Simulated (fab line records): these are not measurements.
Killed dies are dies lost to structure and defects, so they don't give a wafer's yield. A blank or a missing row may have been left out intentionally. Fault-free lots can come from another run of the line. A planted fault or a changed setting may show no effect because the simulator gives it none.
A struck lot beside a sound one / flow rit_cmos / 14 out of 202 route steps
Sound: these wafers, L476.1, L476.3, L476.5. Wafers L484.2, L484.3, L484.4 were the ones struck. The cause is named last.
At each step with rows: each side's tool, then ch and its chambers, then its first start. Under that, the readings that differ: sound wafers / struck wafers / difference of the means / sigmas: that difference in standard deviations of wafers without a fault.
alike: same words and numbers on both sides, and readings whose means sit less than 2 such deviations apart. not compared: any withheld reading, any reading some wafer has no value for, any bound like >300 that may hide the same value, and any number with overlapping values for which the record gives no deviation.
A row with sigmas, a row that says differs or no value, or rows on one side alone: a step with any of these is where the two part. Numbers that have no deviation but don't overlap get no sigmas and don't part them. A reading that every wafer of one side lacks parts them only if that side has two wafers or more.

first, 2 steps without rows for these wafers: RIT_PWELL_HARDBAKE_07 (time 120 s); RIT_PWELL_IMPLANT_08.
RIT_PWELL_STRIP_09: strips in O2, time 180 s.
  sound on plasma_asher-01 ch 0,1, day 2 01:33; struck on plasma_asher-04 ch 0,1, day 3 17:55
reading=drypump_motor_current_A (A); sound=5.67 5.64 5.66; struck=6.42 6.02 6.46; difference=+0.64; sigmas=+2
  not compared: rf_hours_counter_h
RIT_PWELL_TW_MEAS_10:
  sound on film_metro-01 at day 2 01:43; struck on film_metro-03 at day 3 18:06
  alike: PWELL_TW
then, 1 step without rows for these wafers: RIT_WELLDRIVE_ANNEAL_00 (time 14700 s).
RIT_WELLDRIVE_RS_MEAS_01: the measuring method here is four-point-probe.
  sound on film_metro-03 at day 2 06:52; struck on film_metro-01 at day 4 00:28
  alike: NWELL_RS
RIT_WELLDRIVE_RS_MEAS_02: the measuring method here is four-point-probe.
  sound on film_metro-03 at day 2 06:59; struck on film_metro-01 at day 4 00:35
  alike: PWELL_RS
then, 5 steps without rows for these wafers: RIT_NRETRO_HMDS_00 (prime time 60 s); RIT_NRETRO_COAT_01 (resist thk 1300 nm); RIT_NRETRO_SOFTBAKE_02 (time 60 s); RIT_NRETRO_EXPOSE_03 (exposes mask M4, target cd 43900 nm); RIT_NRETRO_PEB_04.
RIT_NRETRO_DEVELOP_05: develop time 67.08 s.
  struck on litho_track-02, day 4 01:00; sound on litho_track-02 ch 0, day 2 07:00
  no value came back on the struck wafers for chill_plate_temp_C (C), develop_time_s (s); on the sound wafers chill_plate_temp_C (C) reads 23.15 22.82 22.91
RIT_NRETRO_OVL_MEAS_06:
  sound on overlay-02 at day 2 08:07; struck on overlay-01 at day 4 01:34
reading=NRETRO_OVL (nm); sound=1.4 1.3 1.4; struck=- - -; difference=no value on the struck wafers; sigmas=

== WHERE THEY PART ==
Earliest at RIT_PWELL_STRIP_09; latest, in this record, at RIT_NRETRO_OVL_MEAS_06.

WHY: whatever the simulator had introduced
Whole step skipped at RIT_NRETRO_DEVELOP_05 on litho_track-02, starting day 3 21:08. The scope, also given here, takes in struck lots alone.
